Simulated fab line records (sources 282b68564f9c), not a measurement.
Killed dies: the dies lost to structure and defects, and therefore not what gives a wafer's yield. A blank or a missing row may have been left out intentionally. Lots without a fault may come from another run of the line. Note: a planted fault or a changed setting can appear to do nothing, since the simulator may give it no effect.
fab line records	flow rit-cmos
record: lots: 5	wafers: 23
route steps=202 shown GATE@88 NLDD@111 NSD@133 PSD@150 SDANNEAL@155 SILICIDE@161 CONTACT@175 M1@184
start-h: hours from the record's first day to the start of the lot's first wafer shown	wait-h: hours elapsed since this lot's preceding step	" identical to the entry in the row above	L1.1+2: one row covering several wafers at once	- either no value or no given start	* or withheld: withheld	< > ~ a bound
route shown NAME@n: names a module that has steps shown in the file, with the first one's number in the route	usual: the fault-free wafers' mean and standard deviation	same: alike in all rows	chamber/n: place in a boat	sites: each site's reading	_std_site: standard deviation across them	_edge_site: outer sites' mean less inner sites'	radius-mm: how far each site lies from the wafer's centre	mask NAME#n: copy n	behind: tool/chamber where the wafer was last shaped	hold: the reason the lot was held/the length of the hold in hours/how it ended	device: names the non-switching transistor (n, p or np)	end of line: the same wafers' tests at the end of the route	for a step that has no rows: nothing shown but its recipe	killed: at the first sort, the dies lost to defects and structure; wafer yield is something else	map: the dies of a wafer, with x for killed, . for not killed, _ for no die there
set.NAME: the setting the step ran with; set.NAME@STEP: the setting that earlier step ran with	model.NAME: the simulator's own value behind a step, which no gauge read
lots where settings were altered on purpose, with a table for each step and a row for each wafer
== steps ==
step: RIT_GATE_SOFTBAKE_12
recipe: resist: NOVOLAK	temp-c: 90	time-s: 60
lot.wafer	tool	chamber	start-h	wait-h	set.time-s
L078.1+3+5	litho-track-02	0	56.03	0.1	60
L079.1+3+6	litho-track-01	0	60.11	0.1	54.47
L079.4+5	"	0	"	"	60
L080.1+6	litho-track-01	0	66.26	0.1	67.35
L080.3+4+5	"	0	"	"	60
L082.1+2+5	litho-track-03	0	77.77	0.1	54.41
L082.4+6	"	0	"	"	60
L084.1+3+4+5+6	litho-track-01	0	90.04	0.1	60
step: RIT_GATE_EXPOSE_13
recipe: mask-id: M6	na: 0.6	source-shape: conventional	sigma-outer: 0.6	target-cd-nm: 150	dose-mj: 380
step: RIT_GATE_PEB_14
recipe: resist: NOVOLAK	temp-c: withheld	time-s: withheld
step: RIT_GATE_HARDBAKE_18
recipe: resist: NOVOLAK	temp-c: 140	time-s: 60
step: RIT_GATE_ETCH_19
recipe: chemistry: SF6/CHF3/O2	time-s: 165	SF6_flow_sccm: 30	CHF3_flow_sccm: 30	O2_flow_sccm: 5	target: poly-Si	pressure-mtorr: 40	rf-w: 160	target-depth-a: 3125	over-etch-frac: 0.25	stop-on: SiO2
lot.wafer	tool	chamber	start-h	wait-h	set.pressure-mtorr@GATE_CVD_08	model.etch.depth-nm	model.GATE.feature-depth-nm
L078.1	rie-si-02	0	57.99	0.1	300	251.5	251.5
L078.3	"	2	"	"	300	251	251
L078.5	"	2	"	"	300	251.7	251.7
L079.1	rie-si-01	0	60.97	0.1	314.9	-	261.3
L079.3	"	1	"	"	314.9	258.4	258.4
L079.4	"	3	"	"	314.9	260.7	260.7
L079.5	"	2	"	"	314.9	260.2	260.2
L079.6	"	1	"	"	314.9	-	258.6
L080.1	rie-si-02	0	67.12	0.1	321.8	-	258.6
L080.3	"	1	"	"	321.8	255	255
L080.4	"	2	"	"	321.8	259.3	259.3
L080.5	"	1	"	"	321.8	-	257.3
L080.6	"	2	"	"	321.8	-	259.5
L082.1	rie-si-02	0	78.90	0.1	273	-	238.8
L082.2	"	1	"	"	273	237.8	237.8
L082.4	"	3	"	"	273	235.8	235.8
L082.5	"	1	"	"	273	-	236
L082.6	"	2	"	"	273	-	237.6
L084.1	rie-si-02	1	91.02	0.1	300	248.4	248.4
L084.3	"	2	"	"	300	-	247.4
L084.4	"	3	"	"	300	-	247.6
L084.5	"	1	"	"	300	-	248.4
L084.6	"	0	"	"	300	250.2	250.2
step: RIT_NLDD_IMPLANT_08
recipe: species: P	energy-kev: 20	dose-cm2: 5e+14	tilt-deg: 7
lot.wafer	tool	chamber	start-h	wait-h	set.energy-kev	model.implant.rp-nm	model.implant.drp-nm
L078.1+3+5	implanter-03	0	62.55	0.1	20	26.81	12.97
L079.1+4+5	implanter-04	0	65.96	0.1	20	27.3	12.97
L079.3+6	"	0	"	"	18.85	26.23	12.51
L080.1+4+6	implanter-03	0	71.69	0.1	20.49	28.19	13.16
L080.3+5	"	0	"	"	20	27.74	12.97
L082.1+2+4+5+6	implanter-03	0	83.32	0.1	20	28.61	12.97
L084.1+4+5	implanter-04	0	96.30	0.1	20.67	29.28	13.23
L084.3+6	"	0	"	"	20	28.63	12.97
step: RIT_NSD_SOFTBAKE_02
recipe: resist: NOVOLAK	temp-c: 90	time-s: 60
lot.wafer	tool	chamber	start-h	wait-h	set.temp-c
L078.1+3+5	litho-track-01	0	67.49	0.1	90
L079.1+3+4+5+6	litho-track-04	0	70.70	0.1	90
L080.1+3+5	litho-track-03	0	76.60	0.1	87.13
L080.4+6	"	0	"	"	90
L082.1+5	litho-track-04	0	88.05	0.1	90
L082.2+4+6	"	0	"	"	93.26
L084.1+3+4+5+6	litho-track-03	0	101.91	0.1	90
step: RIT_NSD_EXPOSE_03
recipe: mask-id: M9	na: 0.57	target-cd-nm: 40700	dose-mj: 250
step: RIT_NSD_PEB_04
recipe: resist: NOVOLAK	temp-c: withheld	time-s: withheld
step: RIT_NSD_DEVELOP_05
recipe: resist: NOVOLAK	develop-time-s: 50	dev-temp-c: 23
lot.wafer	tool	chamber	start-h	wait-h	set.temp-c@NSD_SOFTBAKE_02	model.NOVOLAK_of_NSD_COAT_01.thk-nm
L078.1	litho-track-03	0	-	-	90	999.4
L078.3	"	0	"	"	90	996.3
L078.5	"	0	"	"	90	999.7
L079.1	litho-track-04	0	-	-	90	998.7
L079.3	"	0	"	"	90	1001
L079.4	"	0	"	"	90	999.1
L079.5	"	0	"	"	90	999.4
L079.6	"	0	"	"	90	998.6
L080.1	litho-track-03	0	-	-	87.13	1012
L080.3	"	0	"	"	87.13	1013
L080.4	"	0	"	"	90	1004
L080.5	"	0	"	"	87.13	1008
L080.6	"	0	"	"	90	1003
L082.1	litho-track-03	0	-	-	90	1004
L082.2	"	0	"	"	93.26	998.5
L082.4	"	0	"	"	93.26	996.7
L082.5	"	0	"	"	90	1007
L082.6	"	0	"	"	93.26	997.7
L084.1	litho-track-01	0	-	-	90	999.6
L084.3	"	0	"	"	90	1003
L084.4	"	0	"	"	90	1002
L084.5	"	0	"	"	90	1000
L084.6	"	0	"	"	90	1001
step: RIT_PSD_IMPLANT_08
recipe: species: BF2	energy-kev: 27	dose-cm2: 5e+15	tilt-deg: 7
lot.wafer	tool	chamber	start-h	wait-h	set.energy-kev	model.implant.rp-nm	model.implant.drp-nm
L078.1+3+5	implanter-02	0	69.77	0.1	27	21.97	12.05
L079.1+4	implanter-04	0	72.99	0.1	27	22.31	12.05
L079.3+5+6	"	0	"	"	27.76	22.81	12.28
L080.1+3+6	implanter-04	0	78.75	0.1	28.46	23.21	12.5
L080.4+5	"	0	"	"	27	22.25	12.05
L082.1+4	implanter-04	0	90.33	0.1	26.33	22.18	11.83
L082.2+5+6	"	0	"	"	27	22.64	12.05
L084.1+3+4+5+6	implanter-02	0	104.32	0.1	27	22.13	12.05
step: RIT_PSD_STRIP_09
recipe: chemistry: O2	time-s: 180	resist: NOVOLAK	platen-temp-c: withheld	power-w: 500	pressure-mtorr: 4000	o2-flow-sccm: 4000
step: RIT_SDANNEAL_CLEAN_02
recipe: chemistry: SC2	mix: 3:3:50	time-s: 600	temp-c: 75	dry: n2-spin
step: RIT_SDANNEAL_RTA_03
recipe: temp-c: 1050	time-s: 5	idle-temp-c: 600	ramp-up-c-per-s: 342	ramp-down-c-per-s: 171	cool-to-c: 600	ambient: N2
step: RIT_SDANNEAL_RS_MEAS_04
recipe: thk-meas-gauge: four-point-probe
usual: PSD_RS: 115.9/0.34
lot.wafer	tool	chamber	start-h	wait-h	set.energy-kev@PSD_IMPLANT_08	PSD_RS[ohm/sq]
L078.1	film-metro-03	-	70.58	0.0	27	116.3
L078.3	"	-	"	"	27	116.0
L078.5	"	-	"	"	27	115.9
L079.1	film-metro-02	-	73.83	0.0	27	116.0
L079.3	"	-	"	"	27.76	114.3
L079.4	"	-	"	"	27	115.6
L079.5	"	-	"	"	27.76	114.1
L079.6	"	-	"	"	27.76	113.7
L080.1	film-metro-01	-	79.56	0.0	28.46	113.4
L080.3	"	-	"	"	28.46	113.2
L080.4	"	-	"	"	27	116.4
L080.5	"	-	"	"	27	116.4
L080.6	"	-	"	"	28.46	113.3
L082.1	film-metro-02	-	91.14	0.0	26.33	117.2
L082.2	"	-	"	"	27	116.1
L082.4	"	-	"	"	26.33	117.4
L082.5	"	-	"	"	27	116.1
L082.6	"	-	"	"	27	116.5
L084.1	film-metro-03	-	105.14	0.0	27	115.6
L084.3	"	-	"	"	27	115.6
L084.4	"	-	"	"	27	115.4
L084.5	"	-	"	"	27	115.2
L084.6	"	-	"	"	27	115.3
step: RIT_SILICIDE_WET_ETCH_00
recipe: chemistry: BOE	target: SiO2	target-depth-nm: 14	time-s: 15	dry: n2-spin	dilution: 10:1	temp-c: 21.5
lot.wafer	tool	chamber	start-h	wait-h	set.time-s	model.SiO2_of_FOX2_OXIDATION_00.thk-nm
L078.1	wet-bench-03	3	71.06	0.1	15	146.7
L078.3	"	3	"	"	15	142.7
L078.5	"	3	"	"	15	145.9
L079.1	-	-	-	0.1	13.39	102.8
L079.3	"	-	"	"	13.39	100.7
L079.4	"	-	"	"	13.39	105.8
L079.5	"	-	"	"	13.39	105.4
L079.6	"	-	"	"	13.39	108
L080.1	-	-	-	0.1	16.31	187.6
L080.3	"	-	"	"	16.31	196.1
L080.4	"	-	"	"	16.31	197.6
L080.5	"	-	"	"	16.31	197.3
L080.6	"	-	"	"	16.31	188.4
L082.1	-	-	-	0.1	15	134.2
L082.2	"	-	"	"	15	136.3
L082.4	"	-	"	"	15	130.9
L082.5	"	-	"	"	15	132.8
L082.6	"	-	"	"	15	136.9
L084.1	-	-	-	0.1	16.53	158.2
L084.3	"	-	"	"	16.53	161
L084.4	"	-	"	"	16.53	153.3
L084.5	"	-	"	"	16.53	154.3
L084.6	"	-	"	"	16.53	155.9
step: RIT_SILICIDE_SPUTTER_01
recipe: material: Ti	target-thk-nm: 30	power-w: 350	chamber-pressure-pa: 0.667	gas: Ar	time-s: 240	substrate-temp-c: 25
lot.wafer	tool	chamber	start-h	wait-h	set.power-w	model.Ti_of_SILICIDE_SPUTTER_01.thk-nm
L078.1	pvd-sputter-04	-	71.07	0.0	350	29.77
L078.3	"	-	"	"	350	30.07
L078.5	"	-	"	"	350	29.79
L079.1	pvd-sputter-03	-	-	-	350	30.3
L079.3	"	-	"	"	365.7	31.78
L079.4	"	-	"	"	365.7	31.96
L079.5	"	-	"	"	350	30.61
L079.6	"	-	"	"	365.7	31.88
L080.1	pvd-sputter-04	-	-	-	372.9	31.92
L080.3	"	-	"	"	350	29.9
L080.4	"	-	"	"	372.9	31.81
L080.5	"	-	"	"	350	30.05
L080.6	"	-	"	"	372.9	32.14
L082.1	pvd-sputter-04	-	-	-	380.5	32.54
L082.2	"	-	"	"	350	30.39
L082.4	"	-	"	"	380.5	32.84
L082.5	"	-	"	"	350	30.19
L082.6	"	-	"	"	380.5	33
L084.1	pvd-sputter-04	-	-	-	350	30.2
L084.3	"	-	"	"	336.9	29.3
L084.4	"	-	"	"	350	29.94
L084.5	"	-	"	"	336.9	29.21
L084.6	"	-	"	"	350	29.78
step: RIT_SILICIDE_RS_MEAS_02
recipe: thk-meas-gauge: four-point-probe	reads: Ti_of_SILICIDE_SPUTTER_01
usual: SILICIDE_TI_RS: 47.7/0.51
lot.wafer	tool	chamber	start-h	wait-h	set.power-w@SILICIDE_SPUTTER_01	SILICIDE_TI_RS[ohm/sq]
L078.1	film-metro-01	-	71.22	0.1	350	48.4
L078.3	"	-	"	"	350	47.8
L078.5	"	-	"	"	350	48.4
L079.1	film-metro-01	-	74.47	0.1	350	47.4
L079.3	"	-	"	"	365.7	44.6
L079.4	"	-	"	"	365.7	44.4
L079.5	"	-	"	"	350	46.8
L079.6	"	-	"	"	365.7	44.5
L080.1	film-metro-04	-	80.21	0.1	372.9	44.3
L080.3	"	-	"	"	350	48.2
L080.4	"	-	"	"	372.9	44.4
L080.5	"	-	"	"	350	47.7
L080.6	"	-	"	"	372.9	44.0
L082.1	film-metro-01	-	91.78	0.1	380.5	43.4
L082.2	"	-	"	"	350	47.1
L082.4	"	-	"	"	380.5	42.8
L082.5	"	-	"	"	350	47.5
L082.6	"	-	"	"	380.5	42.5
L084.1	film-metro-01	-	105.79	0.1	350	47.6
L084.3	"	-	"	"	336.9	49.3
L084.4	"	-	"	"	350	48.1
L084.5	"	-	"	"	336.9	49.6
L084.6	"	-	"	"	350	48.4
step: RIT_SILICIDE_THK_MEAS_03
recipe: thk-meas-gauge: xrf	reads: Ti_of_SILICIDE_SPUTTER_01
usual: SILICIDE_TI_THK: 30.09/0.26
lot.wafer	tool	chamber	start-h	wait-h	set.power-w@SILICIDE_SPUTTER_01	SILICIDE_TI_THK[nm]
L078.1	film-metro-01	-	71.34	0.1	350	29.85
L078.3	"	-	"	"	350	30.06
L078.5	"	-	"	"	350	29.87
L079.1	film-metro-01	-	74.59	0.1	350	30.30
L079.3	"	-	"	"	365.7	31.75
L079.4	"	-	"	"	365.7	31.87
L079.5	"	-	"	"	350	30.43
L079.6	"	-	"	"	365.7	31.68
L080.1	film-metro-04	-	80.33	0.1	372.9	31.98
L080.3	"	-	"	"	350	29.90
L080.4	"	-	"	"	372.9	31.80
L080.5	"	-	"	"	350	30.02
L080.6	"	-	"	"	372.9	32.06
L082.1	film-metro-01	-	91.90	0.1	380.5	32.49
L082.2	"	-	"	"	350	30.32
L082.4	"	-	"	"	380.5	32.68
L082.5	"	-	"	"	350	30.06
L082.6	"	-	"	"	380.5	32.89
L084.1	film-metro-01	-	105.91	0.1	350	30.29
L084.3	"	-	"	"	336.9	29.39
L084.4	"	-	"	"	350	30.16
L084.5	"	-	"	"	336.9	29.25
L084.6	"	-	"	"	350	30.00
step: RIT_CONTACT_DEVELOP_07
recipe: resist: NOVOLAK	develop-time-s: 120	dev-temp-c: 23
lot.wafer	tool	chamber	start-h	wait-h	set.develop-time-s
L078.1+3+5	litho-track-03	0	-	-	120
L079.1+3	litho-track-03	0	-	-	120
L079.4+5+6	"	0	"	"	111.7
L080.1+3	litho-track-02	0	-	-	120
L080.4+5+6	"	0	"	"	130.1
L082.1+2+4	litho-track-03	0	-	-	120
L082.5+6	"	0	"	"	106.9
L084.1+5	litho-track-02	0	-	-	113.6
L084.3+4+6	"	0	"	"	120
step: RIT_CONTACT_CD_MEAS_08
recipe: target-cd-nm: 1000
usual: cd-nm: 1000.1/2.1
lot.wafer	tool	chamber	start-h	wait-h	set.develop-time-s@CONTACT_DEVELOP_07	cd-nm
L078.1	cd-sem-02	-	72.78	-	120	1004.5
L078.3	"	-	"	"	120	1003.4
L078.5	"	-	"	"	120	1004.3
L079.1	cd-sem-02	-	75.90	-	120	998.7
L079.3	"	-	"	"	120	999.8
L079.4	"	-	"	"	111.7	994.6
L079.5	"	-	"	"	111.7	993.0
L079.6	"	-	"	"	111.7	993.1
L080.1	cd-sem-01	-	81.76	-	120	1001.0
L080.3	"	-	"	"	120	1000.5
L080.4	"	-	"	"	130.1	1006.5
L080.5	"	-	"	"	130.1	1007.7
L080.6	"	-	"	"	130.1	1006.4
L082.1	cd-sem-01	-	93.34	-	120	1000.4
L082.2	"	-	"	"	120	999.2
L082.4	"	-	"	"	120	1000.0
L082.5	"	-	"	"	106.9	989.9
L082.6	"	-	"	"	106.9	991.0
L084.1	cd-sem-01	-	107.22	-	113.6	998.3
L084.3	"	-	"	"	120	1002.7
L084.4	"	-	"	"	120	1001.6
L084.5	"	-	"	"	113.6	998.1
L084.6	"	-	"	"	120	1003.8
step: RIT_CONTACT_ETCH_11
recipe: target-depth-a: 4800	over-etch-frac: 0.2	stop-on: TiSi2	chemistry: CHF3/CF4/Ar	target: SiO2	CHF3_flow_sccm: 50	cf4-flow-sccm: 10	Ar_flow_sccm: 100	O2_flow_sccm: 5	pressure-mtorr: 100	rf-w: 200	time-s: 320
lot.wafer	tool	chamber	start-h	wait-h	set.time-s	set.develop-time-s@CONTACT_DEVELOP_07	model.NOVOLAK_of_CONTACT_COAT_03.thk-nm	model.CONTACT.cd-nm
L078.1	rie-diel-01	1	73.09	0.1	320	120	777.1	1005
L078.3	"	2	"	"	320	120	765.2	1004
L078.5	"	0	"	"	320	120	770.9	1004
L079.1	rie-diel-04	0	76.21	0.1	275.1	120	785.3	997.9
L079.3	"	2	"	"	275.1	120	785	999.2
L079.4	"	1	"	"	320	111.7	771.7	994.3
L079.5	"	2	"	"	320	111.7	770.4	993.2
L079.6	"	3	"	"	275.1	111.7	786.2	991.8
L080.1	rie-diel-04	1	82.07	0.1	339.8	120	759.3	1001
L080.3	"	2	"	"	339.8	120	762.9	1001
L080.4	"	0	"	"	339.8	130.1	760.4	1007
L080.5	"	1	"	"	320	130.1	765.5	1007
L080.6	"	0	"	"	320	130.1	766.6	1007
L082.1	rie-diel-04	0	93.65	0.1	363	120	748.8	1001
L082.2	"	2	"	"	320	120	768.6	999.4
L082.4	"	3	"	"	320	120	769.2	999.7
L082.5	"	3	"	"	320	106.9	767.3	989.2
L082.6	"	2	"	"	363	106.9	755.3	991.5
L084.1	rie-diel-03	3	107.52	0.1	348.9	113.6	758.8	999.1
L084.3	"	0	"	"	320	120	773.5	1003
L084.4	"	1	"	"	348.9	120	759.4	1002
L084.5	"	3	"	"	348.9	113.6	757.5	998.6
L084.6	"	0	"	"	320	120	774.3	1004
step: RIT_CONTACT_STRIP_12
recipe: chemistry: O2	time-s: 180	resist: NOVOLAK	platen-temp-c: withheld	power-w: 500	pressure-mtorr: 4000	o2-flow-sccm: 4000
step: RIT_CONTACT_CD_MEAS_90
recipe: target-cd-nm: 1000
usual: cd-nm: 1000.1/2.2
lot.wafer	tool	chamber	start-h	wait-h	set.develop-time-s@CONTACT_DEVELOP_07	cd-nm
L078.1	cd-sem-02	-	73.46	0.1	120	1004.4
L078.3	"	-	"	"	120	1004.1
L078.5	"	-	"	"	120	1004.2
L079.1	cd-sem-02	-	76.58	0.1	120	998.1
L079.3	"	-	"	"	120	999.4
L079.4	"	-	"	"	111.7	994.5
L079.5	"	-	"	"	111.7	992.9
L079.6	"	-	"	"	111.7	992.2
L080.1	cd-sem-01	-	82.44	0.1	120	1001.0
L080.3	"	-	"	"	120	1001.3
L080.4	"	-	"	"	130.1	1006.7
L080.5	"	-	"	"	130.1	1007.9
L080.6	"	-	"	"	130.1	1006.6
L082.1	cd-sem-02	-	94.02	0.1	120	1000.8
L082.2	"	-	"	"	120	999.6
L082.4	"	-	"	"	120	1000.1
L082.5	"	-	"	"	106.9	989.1
L082.6	"	-	"	"	106.9	991.7
L084.1	cd-sem-02	-	107.89	0.1	113.6	999.4
L084.3	"	-	"	"	120	1003.3
L084.4	"	-	"	"	120	1001.8
L084.5	"	-	"	"	113.6	998.6
L084.6	"	-	"	"	120	1003.7
step: RIT_M1_SPUTTER_00
recipe: material: Al	target-thk-nm: 400	power-w: 2000	chamber-pressure-pa: 0.4	gas: Ar	time-s: 500	substrate-temp-c: 25
lot.wafer	tool	chamber	start-h	wait-h	set.time-s	model.Al_of_M1_SPUTTER_00.thk-nm
L078.1	pvd-sputter-02	-	73.95	0.0	500	406.5
L078.3	"	-	"	"	500	400.4
L078.5	"	-	"	"	500	401.9
L079.1	pvd-sputter-01	-	77.07	0.0	557.8	442.3
L079.3+5	"	-	"	"	500	401.4
L079.4	"	-	"	"	500	401.8
L079.6	"	-	"	"	557.8	442.9
L080.1	pvd-sputter-02	-	82.91	0.0	532.9	430.5
L080.3+4	"	-	"	"	500	403
L080.5	"	-	"	"	532.9	429.1
L080.6	"	-	"	"	532.9	428.6
L082.1	pvd-sputter-02	-	94.52	0.0	467.9	371.6
L082.2	"	-	"	"	500	394.6
L082.4	"	-	"	"	500	396.7
L082.5	"	-	"	"	467.9	367.7
L082.6	"	-	"	"	467.9	373.6
L084.1	pvd-sputter-03	-	108.36	0.0	500	396.5
L084.3	"	-	"	"	436.3	345.4
L084.4	"	-	"	"	436.3	347.2
L084.5	"	-	"	"	436.3	343.7
L084.6	"	-	"	"	500	397.8
step: RIT_M1_RS_MEAS_01
recipe: thk-meas-gauge: four-point-probe	reads: Al_of_M1_SPUTTER_00
usual: M1_AL_RS: 0.0734/0.00071
lot.wafer	tool	chamber	start-h	wait-h	set.time-s@M1_SPUTTER_00	M1_AL_RS[ohm/sq]
L078.1	film-metro-03	-	74.25	0.1	500	0.0722
L078.3	"	-	"	"	500	0.0733
L078.5	"	-	"	"	500	0.0730
L079.1	film-metro-01	-	77.36	0.1	557.8	0.0662
L079.3	"	-	"	"	500	0.0732
L079.4	"	-	"	"	500	0.0732
L079.5	"	-	"	"	500	0.0732
L079.6	"	-	"	"	557.8	0.0662
L080.1	film-metro-03	-	83.20	0.1	532.9	0.0681
L080.3	"	-	"	"	500	0.0726
L080.4	"	-	"	"	500	0.0727
L080.5	"	-	"	"	532.9	0.0683
L080.6	"	-	"	"	532.9	0.0684
L082.1	film-metro-02	-	94.82	0.1	467.9	0.0790
L082.2	"	-	"	"	500	0.0743
L082.4	"	-	"	"	500	0.0739
L082.5	"	-	"	"	467.9	0.0801
L082.6	"	-	"	"	467.9	0.0787
L084.1	film-metro-02	-	108.66	0.1	500	0.0740
L084.3	"	-	"	"	436.3	0.0855
L084.4	"	-	"	"	436.3	0.0849
L084.5	"	-	"	"	436.3	0.0857
L084.6	"	-	"	"	500	0.0739
step: RIT_M1_THK_MEAS_02
recipe: thk-meas-gauge: xrf	reads: Al_of_M1_SPUTTER_00
usual: M1_AL_THK: 406/4.9
lot.wafer	tool	chamber	start-h	wait-h	set.time-s@M1_SPUTTER_00	M1_AL_THK[nm]
L078.1	film-metro-03	-	74.37	0.1	500	413
L078.3	"	-	"	"	500	405
L078.5	"	-	"	"	500	407
L079.1	film-metro-01	-	77.48	0.1	557.8	447
L079.3	"	-	"	"	500	403
L079.4	"	-	"	"	500	406
L079.5	"	-	"	"	500	406
L079.6	"	-	"	"	557.8	444
L080.1	film-metro-03	-	83.32	0.1	532.9	438
L080.3	"	-	"	"	500	411
L080.4	"	-	"	"	500	408
L080.5	"	-	"	"	532.9	436
L080.6	"	-	"	"	532.9	435
L082.1	film-metro-02	-	94.94	0.1	467.9	376
L082.2	"	-	"	"	500	400
L082.4	"	-	"	"	500	398
L082.5	"	-	"	"	467.9	371
L082.6	"	-	"	"	467.9	379
L084.1	film-metro-02	-	108.78	0.1	500	400
L084.3	"	-	"	"	436.3	348
L084.4	"	-	"	"	436.3	351
L084.5	"	-	"	"	436.3	346
L084.6	"	-	"	"	500	403
step: RIT_M1_PROBE_99
lot.wafer	tool	chamber	start-h	wait-h	set.time-s@SILICIDE_WET_ETCH_00	model.etest.pldd.width-nm
L078.1	prober-02	-	78.47	0.1	15	3204
L078.3	prober-02	-	78.57	0.2	15	3183
L078.5	prober-02	-	78.67	0.2	15	3195
L079.1	prober-02	-	81.08	0.1	13.39	3244
L079.3	prober-02	-	81.18	0.2	13.39	3247
L079.4	prober-02	-	81.23	0.2	13.39	3232
L079.5	prober-02	-	81.28	0.2	13.39	3225
L079.6	prober-02	-	81.33	0.2	13.39	3248
L080.1+5	prober-01	-	87.93	0.1	16.31	3146
L080.3	prober-01	-	88.03	0.2	16.31	3129
L080.4	prober-01	-	88.08	0.2	16.31	3164
L080.6	prober-01	-	88.18	0.2	16.31	3161
L082.1	prober-01	-	99.68	0.1	15	3208
L082.2	prober-01	-	99.73	0.1	15	3202
L082.4	prober-01	-	99.83	0.2	15	3200
L082.5	prober-01	-	99.88	0.2	15	3201
L082.6	prober-01	-	99.93	0.2	15	3186
L084.1	prober-01	-	113.48	0.1	16.53	3136
L084.3	prober-01	-	113.58	0.2	16.53	3130
L084.4	prober-01	-	113.63	0.2	16.53	3147
L084.5	prober-01	-	113.68	0.2	16.53	3156
L084.6	prober-01	-	113.73	0.2	16.53	3152
killed by level:class
L078.1 GATE:geometric-particle:open=6 GATE:geometric-particle:short=4 FOX1:geometric-particle:open=1 REOX:geometric-particle:short=1 SPACER:geometric-particle:short=1
L078.3 GATE:geometric-particle:open=2 FOX1:geometric-particle:short=1 FOX2:geometric-particle:open=1 GATE:geometric-particle:short=1 REOX:geometric-particle:short=1 SPACER:geometric-particle:short=1 SILICIDE:geometric-particle:open=1
L078.5 FOX2:geometric-particle:open=1 GATE:geometric-particle:open=1 CONTACT:geometric-particle:short=1
== key ==
split: step: RIT_GATE_SOFTBAKE_12	setting: time-s	stated: 60	by: wafer
response none clear
split: step: RIT_NLDD_IMPLANT_08	setting: energy-kev	stated: 20	by: wafer
response: step: RIT_NLDD_IMPLANT_08	reading: model.implant.rp-nm	change: +0.188	per: 1%	r: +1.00
response: step: RIT_NLDD_IMPLANT_08	reading: model.implant.drp-nm	change: +0.0787	per: 1%	r: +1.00
split: step: RIT_NSD_SOFTBAKE_02	setting: temp-c	stated: 90	by: wafer
response: step: RIT_NSD_DEVELOP_05	reading: model.NOVOLAK_of_NSD_COAT_01.thk-nm	change: -2.2	per: 1%	r: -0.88
split: step: RIT_PSD_IMPLANT_08	setting: energy-kev	stated: 27	by: wafer
response: step: RIT_PSD_IMPLANT_08	reading: model.implant.rp-nm	change: +0.178	per: 1%	r: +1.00
response: step: RIT_PSD_IMPLANT_08	reading: model.implant.drp-nm	change: +0.0843	per: 1%	r: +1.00
response: step: RIT_SDANNEAL_RS_MEAS_04	reading: PSD_RS	change: -0.565	per: 1%	r: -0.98
split: step: RIT_SILICIDE_WET_ETCH_00	setting: time-s	stated: 15	by: lot
response: step: RIT_SILICIDE_WET_ETCH_00	reading: model.SiO2_of_FOX2_OXIDATION_00.thk-nm	change: +3.41	per: 1%	r: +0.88
response: step: RIT_M1_PROBE_99	reading: model.etest.pldd.width-nm	change: -4.67	per: 1%	r: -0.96
split: step: RIT_SILICIDE_SPUTTER_01	setting: power-w	stated: 350	by: wafer
response: step: RIT_SILICIDE_SPUTTER_01	reading: model.Ti_of_SILICIDE_SPUTTER_01.thk-nm	change: +0.287	per: 1%	r: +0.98
response: step: RIT_SILICIDE_RS_MEAS_02	reading: SILICIDE_TI_RS	change: -0.52	per: 1%	r: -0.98
response: step: RIT_SILICIDE_THK_MEAS_03	reading: SILICIDE_TI_THK	change: +0.289	per: 1%	r: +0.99
split: step: RIT_CONTACT_DEVELOP_07	setting: develop-time-s	stated: 120	by: wafer
response: step: RIT_CONTACT_CD_MEAS_08	reading: cd-nm	change: +0.82	per: 1%	r: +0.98
response: step: RIT_CONTACT_ETCH_11	reading: model.CONTACT.cd-nm	change: +0.813	per: 1%	r: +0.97
response: step: RIT_CONTACT_CD_MEAS_90	reading: cd-nm	change: +0.811	per: 1%	r: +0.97
split: step: RIT_CONTACT_ETCH_11	setting: time-s	stated: 320	by: wafer
response: step: RIT_CONTACT_ETCH_11	reading: model.NOVOLAK_of_CONTACT_COAT_03.thk-nm	change: -1.19	per: 1%	r: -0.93
split: step: RIT_M1_SPUTTER_00	setting: time-s	stated: 500	by: wafer
response: step: RIT_M1_SPUTTER_00	reading: model.Al_of_M1_SPUTTER_00.thk-nm	change: +3.85	per: 1%	r: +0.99
response: step: RIT_M1_RS_MEAS_01	reading: M1_AL_RS	change: -0.000757	per: 1%	r: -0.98
response: step: RIT_M1_THK_MEAS_02	reading: M1_AL_THK	change: +3.85	per: 1%	r: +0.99
split outside-this-file step=RIT_GATE_CVD_08 setting=pressure-mtorr
split outside-this-file: this setting was split too, and the file shows its column; the key of that split is in another file
